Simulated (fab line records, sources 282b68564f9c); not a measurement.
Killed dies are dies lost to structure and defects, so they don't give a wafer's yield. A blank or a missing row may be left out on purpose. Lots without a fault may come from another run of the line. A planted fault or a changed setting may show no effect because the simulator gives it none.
A struck lot beside a sound one | flow rit_cmos | 22 steps out of a route of 202
Sound: wafers L163.1, L163.3, L163.4. Struck: wafers L174.2, L174.4, L174.6. The cause comes at the end.
At each step with rows: each side's tool, then ch and its chambers, then its first start. Under that, the readings that differ: sound wafers | struck wafers | difference of the means | sigmas: that difference in standard deviations of wafers without a fault.
alike: readings whose means differ by less than 2 such deviations, and words and numbers that are the same on both sides. not compared: withheld readings, readings that some wafer has no value for, bounds like >300 that may hide the same value, and numbers for which the record gives no deviation and whose values overlap.
The two part at a step that has a row with sigmas, a row that says differs or no value, or rows on one side only. Numbers that don't overlap but have no deviation are shown without sigmas and don't part them. A reading that every wafer of one side lacks parts them only if that side has two wafers or more.

first, 2 steps without rows for these wafers: RIT_NSD_HARDBAKE_07 (time 60 s); RIT_NSD_IMPLANT_08.
RIT_NSD_STRIP_09: strips in O2, time 180 s.
  sound on plasma_asher-04 ch 0,1, day 3 12:45; struck on plasma_asher-03 ch 0,1, day 5 16:46
  alike: drypump_motor_current_A
  not compared: rf_hours_counter_h
RIT_NSD_TW_MEAS_10:
  sound on film_metro-03, day 3 12:56; struck on film_metro-03, day 5 16:56
  alike: NSD_TW
then, 6 steps without rows for these wafers: RIT_PSD_HMDS_00 (prime time 60 s); RIT_PSD_COAT_01 (resist thk 1000 nm); RIT_PSD_SOFTBAKE_02 (time 60 s); RIT_PSD_EXPOSE_03 (exposes mask M10, target cd 40900 nm); RIT_PSD_PEB_04; RIT_PSD_DEVELOP_05 (develop time 50 s).
RIT_PSD_OVL_MEAS_06:
  sound on overlay-01, day 3 13:58; struck on overlay-01, day 5 17:51
  alike: PSD_OVL
then, 1 step without rows for these wafers: RIT_PSD_HARDBAKE_07 (time 60 s).
RIT_PSD_IMPLANT_08:
  sound on implanter-03 ch 0, day 3 14:09; struck on implanter-03 ch 0, day 5 18:03
RIT_PSD_STRIP_09: strips in O2, time 180 s.
  sound on plasma_asher-02 ch 0,1, day 3 14:18; struck on plasma_asher-03 ch 0,1, day 5 18:11
  alike: drypump_motor_current_A
  not compared: rf_hours_counter_h
RIT_PSD_TW_MEAS_10:
  sound on film_metro-02, day 3 14:28; struck on film_metro-04, day 5 18:22
  alike: PSD_TW
then, 3 steps without rows for these wafers: RIT_SDANNEAL_CLEAN_00 (cleans in SC1, time 600 s); RIT_SDANNEAL_CLEAN_01 (cleans in dHF, time 30 s); RIT_SDANNEAL_CLEAN_02 (cleans in SC2, time 600 s).
RIT_SDANNEAL_RTA_03: time 5 s.
  sound on rtp_anneal-02 ch 0, day 3 14:54; struck on rtp_anneal-01 ch 0, day 5 18:47
  alike: wafer_temp_C_max
RIT_SDANNEAL_RS_MEAS_04: measures by four-point-probe.
  sound on film_metro-04, day 3 14:58; struck on film_metro-04, day 5 18:52
  reading         | sound             | struck | difference                    | sigmas
  PSD_RS (ohm/sq) | 115.1 115.5 115.2 | - - -  | no value on the struck wafers |
RIT_SDANNEAL_RS_MEAS_05: measures by four-point-probe.
  sound on film_metro-04, day 3 15:05; struck on film_metro-04, day 5 18:59
  alike: NSD_RS
RIT_M1_PROBE_99:
  sound on prober-01, day 3 22:51; struck on prober-02, day 6 02:22
  reading                                 | sound             | struck              | difference | sigmas
  model.etest.diode_pplus_nwell.bv_v (V)  | 6.686 6.574 6.669 | 6.121 5.932 5.987   | -0.630     |
  model.etest.diode_pplus_nwell.cj_ff_um2 | 1.671 1.699 1.673 | 1.992 2.072 2.038   | +0.353     |
  model.etest.diode_pplus_comb.cj_ff_um2  | 1.977 1.984 2.001 | 2.283 2.333 2.335   | +0.330     |
  model.etest.pmos_0p15.bv_v (V)          | 5.624 5.625 5.646 | 5.43 5.37 5.395     | -0.23      |
  model.etest.pmos_0p3.bv_v (V)           | 5.623 5.624 5.645 | 5.43 5.37 5.395     | -0.23      |
  model.etest.vpnp.gain                   | 1.055 1.071 1.066 | 1.019 0.9757 0.9917 | -0.069     |
  alike: killed_at_contacts, killed_at_front_end, killed_dies, killed_open, killed_short
  not compared: model.etest.contact_pplus.end_ohm_um

WHERE THEY PART
Only at RIT_SDANNEAL_RS_MEAS_04, within this record. Later steps at which nothing parts them and some readings are alike: RIT_SDANNEAL_RS_MEAS_05, RIT_M1_PROBE_99.

WHY: what the simulator had put in
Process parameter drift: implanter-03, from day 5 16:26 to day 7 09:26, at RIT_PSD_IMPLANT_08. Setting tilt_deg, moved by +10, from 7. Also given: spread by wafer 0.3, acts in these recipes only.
